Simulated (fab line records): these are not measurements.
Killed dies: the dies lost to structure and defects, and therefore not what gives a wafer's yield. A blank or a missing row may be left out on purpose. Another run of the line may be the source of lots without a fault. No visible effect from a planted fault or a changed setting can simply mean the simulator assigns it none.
Lot-split experiment ; flow rit-cmos ; 23 wafers read from 5 lots, route of 202 steps

SPLIT DETAILS
At RIT_NLDD_IMPLANT_08, the setting energy-kev was moved away from the recipe's 20 on 11 of the 23 wafers read, by -5.6% to +3.6%. All remaining wafers had this setting at the recipe value.

THE PATH FROM SPLIT TO READING: the file shows 1 step between them
- RIT_NLDD_STRIP_09: strips in O2, time 180 s

THE READING
NLDD_TW, at RIT_NLDD_TW_MEAS_10. Fault-free wafers of this fab line usually give 2487, standard deviation 12.

wafer;tool, chamber at the split;energy-kev as run;against the recipe;NLDD_TW;against lot-mates on the recipe
L075.1;implanter-01, 0;20.62;+3.1%;2497;+18
L075.2;implanter-01, 0;20.62;+3.1%;2502;+23
L075.3;implanter-01, 0;20.62;+3.1%;2487;+8
L075.4;implanter-01, 0;20;recipe;2476;-
L075.5;implanter-01, 0;20;recipe;2482;-
L077.2;implanter-03, 0;20;recipe;2475;-
L077.5;implanter-03, 0;20;recipe;2478;-
L077.6;implanter-03, 0;20;recipe;2466;-
L078.1;implanter-01, 0;19.21;-3.9%;2478;-38
L078.2;implanter-01, 0;19.21;-3.9%;2484;-32
L078.3;implanter-01, 0;20;recipe;2518;-
L078.5;implanter-01, 0;19.21;-3.9%;2466;-50
L078.6;implanter-01, 0;20;recipe;2515;-
L079.2;implanter-01, 0;18.88;-5.6%;2458;-34
L079.3;implanter-01, 0;20;recipe;2493;-
L079.4;implanter-01, 0;20;recipe;2492;-
L079.5;implanter-01, 0;18.88;-5.6%;2454;-38
L079.6;implanter-01, 0;18.88;-5.6%;2453;-40
L085.1;implanter-03, 0;20;recipe;2488;-
L085.2;implanter-03, 0;20;recipe;2485;-
L085.3;implanter-03, 0;20;recipe;2472;-
L085.5;implanter-03, 0;20.73;+3.6%;2488;+6
L085.6;implanter-03, 0;20.73;+3.6%;2499;+17

THE FIT
A straight line over all 23 wafers: NLDD_TW changes by +3.91 for each +1% of energy-kev; r = +0.67; the points scatter about the line by 13.
The same after taking each lot's own level away (the mean of its wafers on the recipe; 23 wafers): +6.65 for each +1%; r = +0.93; scatter 7.8.
Per that fit: largest energy-kev move, reading shift of 37.
Across the lots, their own levels run from 2473.0 to 2516.5, a range of 3.6 times the standard deviation given above.
So the lot-to-lot level blurs the effect unless lot-mates are compared.
Check: for one of the wafers moved furthest among these (-5.6%), held out of the fit, the line's prediction against its lot-mates is -42.1. It came out at -34.5 against them.

THE WHOLE CHAIN: every reading that the file lists as answering this split, in the file's order
step;what it does;reading;change (the file's fit);r (the file's)
RIT_NLDD_IMPLANT_08;;implant.drp-nm (the simulator's own value, which no gauge read);+0.0786 nm for each +1% of the setting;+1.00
RIT_NLDD_TW_MEAS_10;;NLDD_TW;+6.61 for each +1% of the setting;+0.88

THE FILE'S OWN FIT
NLDD_TW changes by +6.61 for each +1% of energy-kev, r = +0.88.
